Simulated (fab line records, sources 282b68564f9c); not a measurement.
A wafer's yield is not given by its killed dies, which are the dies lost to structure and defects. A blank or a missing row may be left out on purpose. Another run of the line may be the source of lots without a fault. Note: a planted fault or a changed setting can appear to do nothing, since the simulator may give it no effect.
fab line records | flow ritCmos
[record] lots = 6 | wafers = 18 | lastDay = 7
route steps=202 shown PLDD@159 NLDD@160 SILICIDE@161 CONTACT@168 M1@202
lots untouched by any fault: they come from a run of this same line in which no faults occurred
startH: hours from the record's opening day to when the first of the lot's shown wafers began | waitH: how many hours have passed since the lot's step before this one | " the same as in the row above | L1.1+2: a single row standing in for several wafers | - no value present, or no start provided | * or withheld: withheld | < > ~ a bound
route shown NAME@n: a module of which the file shows steps, and the number in the route of the first | usual: the fault-free wafers' mean and standard deviation | same: alike in all rows | chamber/n: place in a boat | sites: each site's reading | _std_site: standard deviation of those values | _edge_site: inner sites' mean taken away from outer sites' mean | radiusMm: how far each site lies from the wafer's centre | mask NAME#n: copy n | behind: tool/chamber where the wafer was last shaped | hold: the reason the lot was held/the length of the hold in hours/how it ended | device: whichever transistor did not switch (one of n, p or np) | end of line: at the end of the route, the tests of the same wafers | where a step has no rows: the recipe by itself | killed: not the wafer's yield, but the dies lost to structure and defects at the first sort | map: shows each die of a wafer: x if killed, . if not, _ if none is there
set.NAME: setting as actually run; set.NAME@STEP: the setting as run at that earlier step | model.NAME: the simulator's own value behind a step, which no gauge read
lots at selected steps of the route; one table per step, one row per wafer
services: the hour from which a tool's chamber was out of use, counted from the record's first day as startH (under 0 if before that day), plus the number of hours and why
[[steps]]
[step RIT_SDANNEAL_RS_MEAS_06]
[recipe] thkMeasGauge = four-point-probe
[usual] PLDD_RS = 178.7/0.52
lot.wafer | tool         | chamber | startH | waitH | PLDD_RS[ohm/sq]
L659.3    | filmMetro-01 | -       | 80.94  | 0.1   | 179.4
L659.5    | "            | -       | "      | "     | 178.3
L659.6    | "            | -       | "      | "     | 178.0
L666.1    | filmMetro-01 | -       | 115.46 | 0.1   | 178.3
L666.2    | "            | -       | "      | "     | 178.0
L666.6    | "            | -       | "      | "     | 177.9
L667.1    | filmMetro-01 | -       | 118.77 | 0.1   | 178.4
L667.4    | "            | -       | "      | "     | 178.7
L667.5    | "            | -       | "      | "     | 178.0
L668.2    | filmMetro-02 | -       | 126.01 | 0.1   | 178.4
L668.5    | "            | -       | "      | "     | 178.7
L668.6    | "            | -       | "      | "     | 178.9
L670.1    | filmMetro-01 | -       | 134.35 | 0.1   | 177.5
L670.2    | "            | -       | "      | "     | 177.7
L670.4    | "            | -       | "      | "     | 177.5
L677.1    | filmMetro-01 | -       | 169.90 | 0.1   | 178.7
L677.3    | "            | -       | "      | "     | 178.7
L677.4    | "            | -       | "      | "     | 178.5
[step RIT_SDANNEAL_RS_MEAS_07]
[recipe] thkMeasGauge = four-point-probe
[usual] NLDD_RS = 151.6/0.53
lot.wafer | tool         | chamber | startH | waitH | NLDD_RS[ohm/sq]
L659.3    | filmMetro-01 | -       | 81.06  | 0.1   | 151.4
L659.5    | "            | -       | "      | "     | 151.2
L659.6    | "            | -       | "      | "     | 151.0
L666.1    | filmMetro-01 | -       | 115.58 | 0.1   | 151.5
L666.2    | "            | -       | "      | "     | 151.6
L666.6    | "            | -       | "      | "     | 151.8
L667.1    | filmMetro-01 | -       | 118.89 | 0.1   | 151.6
L667.4    | "            | -       | "      | "     | 152.0
L667.5    | "            | -       | "      | "     | 152.2
L668.2    | filmMetro-02 | -       | 126.13 | 0.1   | 152.0
L668.5    | "            | -       | "      | "     | 151.9
L668.6    | "            | -       | "      | "     | 151.8
L670.1    | filmMetro-01 | -       | 134.47 | 0.1   | 151.3
L670.2    | "            | -       | "      | "     | 151.3
L670.4    | "            | -       | "      | "     | 150.8
L677.1    | filmMetro-01 | -       | 170.02 | 0.1   | 152.1
L677.3    | "            | -       | "      | "     | 152.4
L677.4    | "            | -       | "      | "     | 151.6
[step RIT_SILICIDE_WET_ETCH_00]
[recipe] chemistry = BOE | target = SiO2 | targetDepthNm = 14 | timeS = 15 | dry = n2Spin | dilution = 10:1 | tempC = 21.5
[step RIT_SILICIDE_SPUTTER_01]
[recipe] material = Ti | targetThkNm = 30 | powerW = 350 | chamberPressurePa = 0.667 | gas = Ar | timeS = 240 | substrateTempC = 25
[usual] throttleValvePct = 30.1/1
[same] timeS = 240
lot.wafer | tool          | chamber | startH | waitH | throttleValvePct
L659.3    | pvdSputter-01 | -       | 81.16  | 0.0   | 29.4
L659.5    | "             | -       | "      | "     | 29.6
L659.6    | "             | -       | "      | "     | 29.2
L666.1    | pvdSputter-03 | -       | 115.71 | 0.0   | 32.1
L666.2    | "             | -       | "      | "     | 31.4
L666.6    | "             | -       | "      | "     | 31.4
L667.1    | pvdSputter-01 | -       | 119.02 | 0.0   | 30.3
L667.4    | "             | -       | "      | "     | 29.8
L667.5    | "             | -       | "      | "     | 29.6
L668.2    | pvdSputter-03 | -       | 126.24 | 0.0   | 29.2
L668.5    | "             | -       | "      | "     | 31.3
L668.6    | "             | -       | "      | "     | 29.2
L670.1    | pvdSputter-03 | -       | 134.61 | 0.0   | 31.1
L670.2    | "             | -       | "      | "     | 29.5
L670.4    | "             | -       | "      | "     | 29.2
L677.1    | pvdSputter-03 | -       | 170.15 | 0.0   | 32.2
L677.3    | "             | -       | "      | "     | 31.1
L677.4    | "             | -       | "      | "     | 28.9
[step RIT_SILICIDE_RS_MEAS_02]
[recipe] thkMeasGauge = four-point-probe | reads = Ti_of_SILICIDE_SPUTTER_01
[usual] SILICIDE_TI_RS = 47.9/0.65
lot.wafer | tool         | chamber | startH | waitH | SILICIDE_TI_RS[ohm/sq]
L659.3    | filmMetro-04 | -       | 81.35  | 0.1   | 47.6
L659.5    | "            | -       | "      | "     | 47.8
L659.6    | "            | -       | "      | "     | 47.9
L666.1    | filmMetro-03 | -       | 115.86 | 0.1   | 47.2
L666.2    | "            | -       | "      | "     | 47.0
L666.6    | "            | -       | "      | "     | 46.7
L667.1    | filmMetro-01 | -       | 119.17 | 0.1   | 48.5
L667.4    | "            | -       | "      | "     | 48.2
L667.5    | "            | -       | "      | "     | 48.5
L668.2    | filmMetro-04 | -       | 126.41 | 0.1   | 47.0
L668.5    | "            | -       | "      | "     | 47.8
L668.6    | "            | -       | "      | "     | 47.8
L670.1    | filmMetro-03 | -       | 134.76 | 0.1   | 47.2
L670.2    | "            | -       | "      | "     | 47.1
L670.4    | "            | -       | "      | "     | 47.3
L677.1    | filmMetro-04 | -       | 170.30 | 0.1   | 48.4
L677.3    | "            | -       | "      | "     | 47.7
L677.4    | "            | -       | "      | "     | 48.5
[step RIT_SILICIDE_THK_MEAS_03]
[recipe] thkMeasGauge = xrf | reads = Ti_of_SILICIDE_SPUTTER_01
[usual] SILICIDE_TI_THK = 29.6/0.33
lot.wafer | tool         | chamber | startH | waitH | SILICIDE_TI_THK[nm]
L659.3    | filmMetro-04 | -       | 81.45  | 0.1   | 29.5
L659.5    | "            | -       | "      | "     | 29.6
L659.6    | "            | -       | "      | "     | 29.4
L666.1    | filmMetro-03 | -       | 115.98 | 0.1   | 30.0
L666.2    | "            | -       | "      | "     | 29.9
L666.6    | "            | -       | "      | "     | 30.2
L667.1    | filmMetro-01 | -       | 119.29 | 0.1   | 29.4
L667.4    | "            | -       | "      | "     | 29.5
L667.5    | "            | -       | "      | "     | 29.5
L668.2    | filmMetro-04 | -       | 126.52 | 0.1   | 30.1
L668.5    | "            | -       | "      | "     | 29.7
L668.6    | "            | -       | "      | "     | 29.7
L670.1    | filmMetro-03 | -       | 134.88 | 0.1   | 30.2
L670.2    | "            | -       | "      | "     | 30.2
L670.4    | "            | -       | "      | "     | 30.0
L677.1    | filmMetro-04 | -       | 170.42 | 0.1   | 29.5
L677.3    | "            | -       | "      | "     | 29.9
L677.4    | "            | -       | "      | "     | 29.6
[step RIT_SILICIDE_RTA_04]
[recipe] tempC = 650 | timeS = 10 | idleTempC = 25 | rampUpS = 5 | rampDownS = 5 | coolToC = 25 | ambient = N2
[usual] wafer_temp_C_max = 654.5/0.91
[same] timeS = 10
lot.wafer | tool         | chamber | startH | waitH | wafer_temp_C_max
L659.3    | rtpAnneal-01 | 0       | 81.51  | 0.1   | 655.3
L659.5    | "            | 0       | "      | "     | 654.2
L659.6    | "            | 0       | "      | "     | 654.0
L666.1    | rtpAnneal-02 | 0       | 116.04 | 0.1   | 654.3
L666.2    | "            | 0       | "      | "     | 655.9
L666.6    | "            | 0       | "      | "     | 656.3
L667.1    | rtpAnneal-01 | 0       | 119.35 | 0.1   | 654.2
L667.4    | "            | 0       | "      | "     | 655.7
L667.5    | "            | 0       | "      | "     | 653.7
L668.2    | rtpAnneal-02 | 0       | 126.58 | 0.1   | 655.0
L668.5    | "            | 0       | "      | "     | 654.7
L668.6    | "            | 0       | "      | "     | 653.5
L670.1    | rtpAnneal-02 | 0       | 134.94 | 0.1   | 655.1
L670.2    | "            | 0       | "      | "     | 655.2
L670.4    | "            | 0       | "      | "     | 654.9
L677.1    | rtpAnneal-01 | 0       | 170.48 | 0.1   | 654.5
L677.3    | "            | 0       | "      | "     | 654.5
L677.4    | "            | 0       | "      | "     | 654.4
[step RIT_SILICIDE_WET_ETCH_05]
[recipe] chemistry = SPM | target = Ti | tempC = 90 | timeS = 120 | dry = n2Spin
[step RIT_SILICIDE_RTA_06]
[recipe] tempC = 750 | timeS = 10 | idleTempC = 25 | rampUpS = 5 | rampDownS = 10 | coolToC = 25 | ambient = N2
[usual] wafer_temp_C_max = 755.3/1.1
[same] timeS = 10
lot.wafer | tool         | chamber | startH | waitH | wafer_temp_C_max
L659.3    | rtpAnneal-02 | 0       | 81.62  | 0.0   | 754.7
L659.5    | "            | 0       | "      | "     | 754.7
L659.6    | "            | 0       | "      | "     | 754.4
L666.1    | rtpAnneal-01 | 0       | 116.15 | 0.0   | 754.8
L666.2    | "            | 0       | "      | "     | 754.5
L666.6    | "            | 0       | "      | "     | 755.0
L667.1    | rtpAnneal-02 | 0       | 119.47 | 0.0   | 755.8
L667.4    | "            | 0       | "      | "     | 755.9
L667.5    | "            | 0       | "      | "     | 758.2
L668.2    | rtpAnneal-01 | 0       | 126.69 | 0.0   | 755.1
L668.5    | "            | 0       | "      | "     | 755.3
L668.6    | "            | 0       | "      | "     | 754.5
L670.1    | rtpAnneal-01 | 0       | 135.05 | 0.0   | 753.7
L670.2    | "            | 0       | "      | "     | 754.7
L670.4    | "            | 0       | "      | "     | 753.2
L677.1    | rtpAnneal-02 | 0       | 170.59 | 0.0   | 753.5
L677.3    | "            | 0       | "      | "     | 755.8
L677.4    | "            | 0       | "      | "     | 755.9
[step RIT_CONTACT_CVD_00]
[recipe] material = SiO2 | targetThkNm = 400 | precursor = TEOS | tempC = 390 | timeS = 61 | rfW = 400
[usual] heaterPowerW = 352/57
[same] timeS = 61
lot.wafer | tool     | chamber | startH | waitH | heaterPowerW
L659.3    | pecvd-02 | 2       | 81.66  | 0.0   | 412
L659.5    | "        | 1       | "      | "     | 270
L659.6    | "        | 0       | "      | "     | 468
L666.1    | pecvd-03 | 0       | 116.21 | 0.1   | 333
L666.2    | "        | 1       | "      | "     | 353
L666.6    | "        | 1       | "      | "     | 353
L667.1    | pecvd-01 | 0       | 119.53 | 0.1   | 392
L667.4    | "        | 0       | "      | "     | 385
L667.5    | "        | 2       | "      | "     | 444
L668.2    | pecvd-02 | 0       | 126.74 | 0.0   | 470
L668.5    | "        | 2       | "      | "     | 387
L668.6    | "        | 0       | "      | "     | 466
L670.1    | pecvd-01 | 2       | 135.11 | 0.1   | 420
L670.2    | "        | 0       | "      | "     | 371
L670.4    | "        | 0       | "      | "     | 385
L677.1    | pecvd-02 | 0       | 170.66 | 0.1   | 416
L677.3    | "        | 2       | "      | "     | 381
L677.4    | "        | 0       | "      | "     | 434
[step RIT_CONTACT_THK_MEAS_01]
[recipe] reads = SiO2_of_CONTACT_CVD_00
[usual] CONTACT_TEOS_THK = 401/5
lot.wafer | tool         | chamber | startH | waitH | CONTACT_TEOS_THK[nm]
L659.3    | filmMetro-01 | -       | 81.73  | 0.0   | 395
L659.5    | "            | -       | "      | "     | 401
L659.6    | "            | -       | "      | "     | 408
L666.1    | filmMetro-04 | -       | 116.26 | 0.0   | 406
L666.2    | "            | -       | "      | "     | 395
L666.6    | "            | -       | "      | "     | 399
L667.1    | filmMetro-04 | -       | 119.58 | 0.0   | 398
L667.4    | "            | -       | "      | "     | 409
L667.5    | "            | -       | "      | "     | 406
L668.2    | filmMetro-01 | -       | 126.80 | 0.0   | 398
L668.5    | "            | -       | "      | "     | 399
L668.6    | "            | -       | "      | "     | 404
L670.1    | filmMetro-04 | -       | 135.16 | 0.0   | 399
L670.2    | "            | -       | "      | "     | 400
L670.4    | "            | -       | "      | "     | 410
L677.1    | filmMetro-01 | -       | 170.71 | 0.0   | 401
L677.3    | "            | -       | "      | "     | 395
L677.4    | "            | -       | "      | "     | 404
[step RIT_CONTACT_HMDS_02]
[recipe] primeTimeS = 60 | primeTempC = 140
[step RIT_CONTACT_COAT_03]
[recipe] resist = NOVOLAK | spinRpm = 3250 | resistThkNm = 1000
lot.wafer | tool          | chamber | startH | waitH | model.NOVOLAK_of_CONTACT_COAT_03.thkNm
L659.3    | lithoTrack-01 | 0       | 81.97  | 0.1   | 1004
L659.5+6  | "             | 0       | "      | "     | 1001
L666.1    | lithoTrack-04 | 0       | 116.63 | 0.1   | 1005
L666.2    | "             | 0       | "      | "     | 1007
L666.6    | "             | 0       | "      | "     | 1010
L667.1+5  | lithoTrack-04 | 0       | 119.79 | 0.1   | 1032
L667.4    | "             | 0       | "      | "     | 1034
L668.2+5  | lithoTrack-04 | 0       | 127.06 | 0.1   | 1033
L668.6    | "             | 0       | "      | "     | 1032
L670.1    | lithoTrack-01 | 0       | 135.64 | 0.1   | 997.3
L670.2    | "             | 0       | "      | "     | 995.6
L670.4    | "             | 0       | "      | "     | 998.3
L677.1    | lithoTrack-01 | 0       | 170.92 | 0.1   | 1004
L677.3+4  | "             | 0       | "      | "     | 1002
[step RIT_CONTACT_SOFTBAKE_04]
[recipe] resist = NOVOLAK | tempC = 90 | timeS = 60
[step RIT_CONTACT_EXPOSE_05]
[recipe] maskId = M11 | na = 0.6 | sourceShape = conventional | sigmaOuter = 0.5 | targetCdNm = 1000 | doseMj = 250
[step RIT_CONTACT_PEB_06]
[recipe] resist = NOVOLAK | tempC = withheld | timeS = withheld
[step RIT_CONTACT_DEVELOP_07]
[recipe] resist = NOVOLAK | developTimeS = 120 | devTempC = 23
[step RIT_CONTACT_CD_MEAS_08]
[recipe] targetCdNm = 1000
[usual] cdNm = 998.9/2.1
lot.wafer | tool     | chamber | startH | waitH | cdNm
L659.3    | cdSem-01 | -       | 82.90  | -     | 1000.0
L659.5    | "        | -       | "      | "     | 1000.2
L659.6    | "        | -       | "      | "     | 1000.7
L666.1    | cdSem-01 | -       | 117.45 | -     | 1001.2
L666.2    | "        | -       | "      | "     | 999.8
L666.6    | "        | -       | "      | "     | 999.9
L667.1    | cdSem-02 | -       | 120.74 | -     | 994.8
L667.4    | "        | -       | "      | "     | 993.9
L667.5    | "        | -       | "      | "     | 994.7
L668.2    | cdSem-02 | -       | 128.00 | -     | 994.8
L668.5    | "        | -       | "      | "     | 990.5
L668.6    | "        | -       | "      | "     | 995.1
L670.1    | cdSem-02 | -       | 136.58 | -     | 998.9
L670.2    | "        | -       | "      | "     | 999.4
L670.4    | "        | -       | "      | "     | 999.3
L677.1    | cdSem-02 | -       | 171.86 | -     | 994.3
L677.3    | "        | -       | "      | "     | 994.4
L677.4    | "        | -       | "      | "     | 995.2
[step RIT_CONTACT_OVL_MEAS_09]
[usual] CONTACT_OVL = 0.6/1.2
lot.wafer | tool       | chamber | startH | waitH | CONTACT_OVL[nm]
L659.3    | overlay-01 | -       | 82.99  | 0.1   | 1.4
L659.5    | "          | -       | "      | "     | 2.5
L659.6    | "          | -       | "      | "     | 2.1
L666.1    | overlay-01 | -       | 117.57 | 0.1   | 0.6
L666.2    | "          | -       | "      | "     | 0.6
L666.6    | "          | -       | "      | "     | 0.3
L667.1    | overlay-01 | -       | 120.86 | 0.1   | 0.1
L667.4    | "          | -       | "      | "     | -1.3
L667.5    | "          | -       | "      | "     | 0.2
L668.2    | overlay-01 | -       | 128.10 | 0.1   | -2.1
L668.5    | "          | -       | "      | "     | 0.5
L668.6    | "          | -       | "      | "     | -1.0
L670.1    | overlay-01 | -       | 136.70 | 0.1   | 0.1
L670.2    | "          | -       | "      | "     | -0.3
L670.4    | "          | -       | "      | "     | 0.5
L677.1    | overlay-02 | -       | 171.98 | 0.1   | 0.7
L677.3    | "          | -       | "      | "     | 2.8
L677.4    | "          | -       | "      | "     | 0.5
[step RIT_CONTACT_HARDBAKE_10]
[recipe] resist = NOVOLAK | tempC = 140 | timeS = 60
[step RIT_CONTACT_ETCH_11]
[recipe] targetDepthA = 4800 | overEtchFrac = 0.2 | stopOn = TiSi2 | chemistry = CHF3/CF4/Ar | target = SiO2 | CHF3_flow_sccm = 50 | cf4FlowSccm = 10 | Ar_flow_sccm = 100 | O2_flow_sccm = 5 | pressureMtorr = 100 | rfW = 200 | timeS = 320
[usual] cf4FlowSccm = 9.996/0.03 | drypumpMotorCurrentA = 5.6/0.58 | oesProductAu = 0.992/0.015 | throttleValvePct = 8.82/0.13
[same] timeS = 320
lot.wafer | tool       | chamber | startH | waitH | cf4FlowSccm | drypumpMotorCurrentA | oesProductAu | rfHoursCounterH | throttleValvePct | model.NOVOLAK_of_CONTACT_COAT_03.thkNm
L659.3    | rieDiel-04 | 0       | 83.17  | 0.1   | 10.032      | 5.7                  | 0.975        | 40              | 8.93             | 771.7
L659.5    | "          | 3       | "      | "     | 10.009      | 5.9                  | 1.001        | -               | 8.81             | 769.3
L659.6    | "          | 0       | "      | "     | 10.038      | 5.7                  | 0.975        | -               | 8.93             | 769.2
L666.1    | rieDiel-04 | 2       | 117.76 | 0.1   | 10.007      | 6.5                  | 0.987        | 1               | 8.81             | 772.7
L666.2    | "          | 1       | "      | "     | 9.999       | 4.8                  | 0.986        | 135             | 8.71             | 770
L666.6    | "          | 2       | "      | "     | 9.967       | 6.5                  | 0.987        | -               | 8.84             | 776.7
L667.1    | rieDiel-03 | 2       | 121.04 | 0.1   | 9.980       | 6.6                  | 0.973        | 6               | 9.03             | 797.3
L667.4    | "          | 3       | "      | "     | 10.000      | 4.9                  | 1.018        | 55              | 8.60             | 800
L667.5    | "          | 1       | "      | "     | 9.998       | 5.3                  | 0.994        | -               | 8.75             | 792.7
L668.2    | rieDiel-03 | 2       | 128.28 | 0.1   | 10.020      | 6.6                  | 0.983        | 7               | 9.05             | 798.1
L668.5    | "          | 1       | "      | "     | 9.992       | 5.3                  | 0.980        | -               | 8.74             | 792.7
L668.6    | "          | 2       | "      | "     | 9.983       | 6.6                  | 0.989        | -               | 9.04             | 796
L670.1    | rieDiel-04 | 3       | 137.03 | 0.1   | 10.014      | 5.9                  | 1.002        | 37              | 8.82             | 767.8
L670.2    | "          | 0       | "      | "     | 9.980       | 5.7                  | 0.980        | 41              | 8.92             | 765.5
L670.4    | "          | 2       | "      | "     | 9.982       | 6.5                  | 0.990        | 2               | 8.84             | 766.4
L677.1    | rieDiel-02 | 0       | 172.17 | 0.1   | 10.025      | 5.2                  | 1.012        | 54              | 8.78             | 773.4
L677.3    | "          | 3       | "      | "     | 9.977       | 6.0                  | 1.017        | 96              | 8.98             | 770.3
L677.4    | "          | 0       | "      | "     | 10.059      | 5.3                  | 1.023        | -               | 8.77             | 772
[step RIT_CONTACT_STRIP_12]
[recipe] chemistry = O2 | timeS = 180 | resist = NOVOLAK | platenTempC = withheld | powerW = 500 | pressureMtorr = 4000 | o2FlowSccm = 4000
[usual] drypumpMotorCurrentA = 5.4/0.48
[same] timeS = 180
lot.wafer | tool           | chamber | startH | waitH | drypumpMotorCurrentA | rfHoursCounterH
L659.3    | plasmaAsher-04 | 1       | 83.42  | 0.2   | 5.2                  | -
L659.5    | "              | 1       | "      | "     | 5.2                  | -
L659.6    | "              | 0       | "      | "     | 4.8                  | -
L666.1    | plasmaAsher-02 | 1       | 117.95 | 0.1   | 4.9                  | 29
L666.2    | "              | 0       | "      | "     | 6.5                  | 29
L666.6    | "              | 1       | "      | "     | 5.0                  | -
L667.1    | plasmaAsher-03 | 1       | 121.24 | 0.1   | 5.4                  | 53
L667.4    | "              | 0       | "      | "     | 5.8                  | -
L667.5    | "              | 0       | "      | "     | 5.8                  | -
L668.2    | plasmaAsher-04 | 1       | 128.48 | 0.1   | 5.2                  | 56
L668.5    | "              | 0       | "      | "     | 4.8                  | -
L668.6    | "              | 1       | "      | "     | 5.2                  | -
L670.1    | plasmaAsher-03 | 0       | 137.22 | 0.1   | 5.8                  | 55
L670.2    | "              | 1       | "      | "     | 5.4                  | 55
L670.4    | "              | 0       | "      | "     | 5.8                  | -
L677.1    | plasmaAsher-03 | 0       | 172.36 | 0.1   | 5.8                  | 56
L677.3    | "              | 0       | "      | "     | 5.8                  | -
L677.4    | "              | 1       | "      | "     | 5.4                  | -
[step RIT_M1_PROBE_99]
[usual] killedAtContacts = 0.0/0.22 | killedAtFrontEnd = 6.6/3 | killedDies = 6.6/3 | killedOpen = 3.4/2 | killedShort = 3.2/2
[same] grossDies = 264 | killed_at_M0_to_M3 = 0 | killed_at_M4_up = 0 | killedAtBackSide = 0 | killedAtOther = 0
lot.wafer | tool      | chamber | startH | waitH | killedAtContacts | killedAtFrontEnd | killedDies | killedOpen | killedShort
L659.3    | prober-02 | -       | 88.14  | 0.2   | 0                | 5                | 5          | 2          | 3
L659.5    | prober-02 | -       | 88.24  | 0.2   | 0                | 5                | 5          | 2          | 3
L659.6    | prober-02 | -       | 88.29  | 0.2   | 0                | 4                | 4          | 4          | 0
L667.1    | prober-01 | -       | 126.26 | 0.1   | 0                | 8                | 8          | 4          | 4
L667.4    | prober-01 | -       | 126.41 | 0.2   | 0                | 6                | 6          | 4          | 2
L667.5    | prober-01 | -       | 126.46 | 0.2   | 0                | 5                | 5          | 4          | 1
L668.2    | prober-02 | -       | 133.33 | 0.1   | 0                | 3                | 3          | 2          | 1
L668.5    | prober-02 | -       | 133.48 | 0.2   | 0                | 6                | 6          | 3          | 3
L668.6    | prober-02 | -       | 133.53 | 0.2   | 0                | 3                | 3          | 2          | 1
L670.1    | prober-02 | -       | 142.02 | 0.1   | 0                | 5                | 5          | 2          | 3
L670.2    | prober-02 | -       | 142.07 | 0.1   | 0                | 4                | 4          | 3          | 1
L670.4    | prober-02 | -       | 142.17 | 0.2   | 0                | 11               | 11         | 5          | 6
// killed by level:class
L659.3 GATE:geometricParticle:open=1 GATE:geometricParticle:short=1 REOX:geometricParticle:short=1 SPACER:geometricParticle:short=1 SPACER:geometricParticle:open=1
L659.5 GATE:geometricParticle:short=3 FOX1:geometricParticle:open=1 FOX2:geometricParticle:open=1
L659.6 FOX1:geometricParticle:open=1 GATE:geometricParticle:open=1 REOX:geometricParticle:open=1 SILICIDE:geometricParticle:open=1
L667.1 GATE:geometricParticle:short=3 FOX1:geometricParticle:open=1 GATE:geometricParticle:open=1 REOX:geometricParticle:short=1 REOX:geometricParticle:open=1 SILICIDE:geometricParticle:open=1
L667.4 REOX:geometricParticle:open=2 FOX1:geometricParticle:short=1 GATE:geometricParticle:open=1 SILICIDE:geometricParticle:open=1 SILICIDE:geometricParticle:short=1
L667.5 SPACER:geometricParticle:open=2 FOX1:geometricParticle:open=1 SILICIDE:geometricParticle:short=1 SILICIDE:geometricParticle:open=1
L668.2 SPACER:geometricParticle:open=2 GATE:geometricParticle:short=1
L668.5 SPACER:geometricParticle:short=3 GATE:geometricParticle:open=1 REOX:geometricParticle:open=1 SPACER:geometricParticle:open=1
L668.6 FOX2:geometricParticle:open=1 GATE:geometricParticle:open=1 SPACER:geometricParticle:short=1
L670.1 GATE:geometricParticle:short=1 GATE:geometricParticle:open=1 REOX:geometricParticle:short=1 SPACER:geometricParticle:open=1 SILICIDE:geometricParticle:short=1
L670.2 SPACER:geometricParticle:open=3 GATE:geometricParticle:short=1
L670.4 FOX2:geometricParticle:short=3 FOX1:geometricParticle:open=1 FOX2:geometricParticle:open=1 GATE:geometricParticle:open=1 GATE:geometricParticle:short=1 REOX:geometricParticle:short=1 REOX:geometricParticle:open=1 SILICIDE:geometricParticle:open=1
[[services]]
tool           | chamber | startH | hours | kind
pecvd-02       | -       | 58.59  | 1.1   | repair
rieDiel-02     | 3       | 60.54  | 7.6   | repair
rieDiel-04     | 2       | 71.74  | 8.0   | repair
pecvd-03       | 0       | 81.09  | 6.3   | repair
rieDiel-04     | 2       | 81.53  | 3.8   | repair
rieDiel-04     | 2       | 94.22  | 3.2   | repair
pecvd-01       | -       | 123.95 | 1.8   | repair
pecvd-01       | 0       | 138.27 | 3.9   | repair
plasmaAsher-03 | -       | 141.43 | 21.2  | repair
rieDiel-04     | 0       | 142.86 | 6.3   | repair
pecvd-02       | -       | 143.86 | 1.5   | repair
rieDiel-04     | 2       | 150.01 | 13.5  | repair
rieDiel-04     | 1       | 153.16 | 3.2   | repair
plasmaAsher-02 | -       | 157.25 | 4.0   | repair
rieDiel-02     | 2       | 169.35 | 7.1   | repair
pvdSputter-01  | -       | 172.20 | 1.3   | repair
pvdSputter-01  | -       | 172.35 | 0.6   | repair
[[key]]
[firstSign] step = RIT_CONTACT_CD_MEAS_08 | reading = cdNm | direction = down | sigmas = 2.4 | usual = 998.9 | struck = 994.0
effect none on later readings
[modelEffect] step = RIT_CONTACT_COAT_03 | value = NOVOLAK_of_CONTACT_COAT_03.thkNm | without = 1005 | struck = 1033
[modelEffect] step = RIT_CONTACT_ETCH_11 | value = NOVOLAK_of_CONTACT_COAT_03.thkNm | without = 771.7 | struck = 796.1
metAt RIT_CONTACT_COAT_03
struckWafers L667.1,L667.4,L667.5,L668.2,L668.5,L668.6
testerLeftOut L667,L668
onsetBetween 116.63 119.79
[fault] kind = processParameterDrift | tool = lithoTrack-04 | chamber = - | onsetH = 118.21 | steps = RIT_CONTACT_COAT_03 | channel = resistThkNm | offset = 27.83 | shape = step | endH = 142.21 | actsIn = theseRecipesOnly | stated = 1000
// testerLeftOut: of these lots the tester's yield and bins aren't shown, on N5 and GAA mostly nor the transistor test; their killed dies are dies lost to structure and defects alone, not to doping, threshold or leakage, so they don't give the yield
